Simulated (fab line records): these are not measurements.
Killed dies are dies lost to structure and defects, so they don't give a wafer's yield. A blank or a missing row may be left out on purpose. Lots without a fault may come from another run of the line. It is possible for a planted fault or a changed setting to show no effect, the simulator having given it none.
Which tool was responsible?	flow rit-cmos	14 lots, 42 wafers sampled, at 2 steps of a route of 202

== WHAT THE GAUGES READ, wafer by wafer ==
RIT_CONTACT_OVL_MEAS_09. Usual: CONTACT_OVL gives -0.2 nm (standard deviation 1.4).
lot	measured	on	CONTACT_OVL (nm)	flag
L497	day 3 04:25	overlay-02	0.5 -0.1 0.3	
L498	day 3 08:35	overlay-01	-1.0 -0.7 -2.0	
L500	day 3 21:04	overlay-01	-0.5 -0.8 1.2	
L501	day 4 01:05	overlay-01	1.4 1.4 1.7	
L502	day 4 05:51	overlay-02	-2.8 -4.5 -2.6	
L504	day 4 17:32	overlay-01	0.0 -0.8 -0.3	
L507	day 5 18:35	overlay-01	-0.7 0.5 0.8	
L509	day 5 19:52	overlay-02	239.8 241.1 238.9	OFF
L510	day 6 08:31	overlay-02	0.4 -0.9 0.9	
L512	day 6 17:15	overlay-02	238.2 237.3 238.3	OFF
L513	day 6 17:29	overlay-02	-0.3 0.5 0.4	
L514	day 6 23:29	overlay-01	1.2 0.5 -0.7	
L516	day 7 07:53	overlay-02	-0.2 0.2 -1.0	
L519	day 7 19:17	overlay-01	-1.7 -2.2 -2.3	

== WHICH TOOL RAN EACH LOT (tool, then ch and the chambers of the sampled wafers, then the start) ==
lot	RIT_CONTACT_EXPOSE_05
L497	iline-stepper-01 ch 0, day 3 03:40
L498	iline-stepper-02 ch 0, day 3 07:56
L500	iline-stepper-02 ch 0, day 3 20:26
L501	iline-stepper-02 ch 0, day 4 00:27
L502	iline-stepper-01 ch 0, day 4 05:08
L504	iline-stepper-02 ch 0, day 4 16:54
L507	iline-stepper-02 ch 0, day 5 17:58
L509	iline-stepper-01 ch 0, day 5 19:14
L510	iline-stepper-02 ch 0, day 6 07:52
L512	iline-stepper-01 ch 0, day 6 16:38
L513	iline-stepper-02 ch 0, day 6 16:50
L514	iline-stepper-02 ch 0, day 6 22:52
L516	iline-stepper-02 ch 0, day 7 07:17
L519	iline-stepper-02 ch 0, day 7 18:41
- RIT_CONTACT_EXPOSE_05: exposes mask M11, target cd 1000 nm.

== WHAT THE TOOLS THEMSELVES READ (means of the sampled wafers that have a number; where no wafer has one, the mark that the record gives instead) ==
The record holds no such reading with a usual standard deviation.

== THE ANSWER, worked out from the rows above alone ==
Rule: a lot is off if the mean of its wafers that have a number lies more than 3 standard deviations from the usual mean. A lot without any number at a reading at which 4 lots or more have one is off too. All remaining lots with rows at the step are treated as sound. Order of review: gauges by route order, followed by the tools' own readings, for which a lot's mean as printed above is used. The first step at which some lot is off is used, and at that step the reading that is off furthest; a lot without a number counts as furthest.
Off: L509, L512, seen at RIT_CONTACT_OVL_MEAS_09 (CONTACT_OVL).
If a tool, at a process step before that reading, ran all the lots that are off and no sound lot after the first of them, it fits. Gauges at RIT_CONTACT_OVL_MEAS_09: tried the same way as those tools. One fits: iline-stepper-01 at RIT_CONTACT_EXPOSE_05. A fault onset in the window from L502 (day 4 05:08, its last sound lot) to L509 (day 5 19:14, its first lot off) fits.

== WHAT THE SIMULATOR HAD INSERTED ==
Scanner matching overlay: iline-stepper-01, from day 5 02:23 on, at RIT_CONTACT_EXPOSE_05. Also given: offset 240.
Shown lots that were struck: L509, L512. The same result came from the rule above.
